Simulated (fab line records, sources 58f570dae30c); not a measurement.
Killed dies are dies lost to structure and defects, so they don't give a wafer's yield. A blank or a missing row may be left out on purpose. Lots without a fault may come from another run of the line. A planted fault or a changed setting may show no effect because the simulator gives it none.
Which tool did it? | flow berkeley_cmos170 | 7 lots, 21 wafers sampled, at 2 steps of a route of 331

WHAT THE GAUGES READ, wafer by wafer
UCB170_CONTACT_THK_MEAS_02.
lot  | measured     | on            | CONTACT_PSG_THK (nm)
L539 | day 8 04:02  | film_metro-03 | 680 678 683
L543 | day 8 13:32  | film_metro-01 | 686 687 691
L546 | day 9 05:15  | film_metro-04 | 691 695 687
L544 | day 9 05:16  | film_metro-03 | 685 685 680
L548 | day 10 05:11 | film_metro-04 | 690 689 692
L553 | day 10 16:23 | film_metro-03 | 695 696 692
L558 | day 11 19:55 | film_metro-04 | 682 682 684

WHICH TOOL RAN EACH LOT (tool, then ch and the chambers of the sampled wafers, then the start)
lot  | UCB170_CONTACT_CVD_01
L539 | lpcvd-01 ch 1, day 8 01:21
L543 | lpcvd-02 ch 0, day 8 11:44
L546 | lpcvd-02 ch 1, day 9 03:28
L544 | lpcvd-02 ch 0, day 9 03:28
L548 | lpcvd-02 ch 0, day 10 03:23
L553 | lpcvd-01 ch 0, day 10 14:35
L558 | lpcvd-02 ch 1, day 11 18:07
- UCB170_CONTACT_CVD_01: deposits PSG from SiH4/O2/PH3, target thk 700 nm, time 2760 s.

THE ANSWER, worked out from the rows above alone
Rule: what is usual is taken from the lots themselves. Put in order of their means at a reading, lots are off if they are a third of the lots or fewer, leave a main group of 4 or more, and stand apart from it by a gap of 3 or more times the standard deviation of the main group's means; of several such gaps the widest counts. A main group whose means are all the same, to the digits that the tables above print for the reading, isn't used. A lot without any number at a reading at which 4 lots or more have one is off too. The other lots that the step has rows for count as sound.
No lot is off at any reading shown: from this, nothing can be told.

WHAT THE SIMULATOR HAD PUT IN
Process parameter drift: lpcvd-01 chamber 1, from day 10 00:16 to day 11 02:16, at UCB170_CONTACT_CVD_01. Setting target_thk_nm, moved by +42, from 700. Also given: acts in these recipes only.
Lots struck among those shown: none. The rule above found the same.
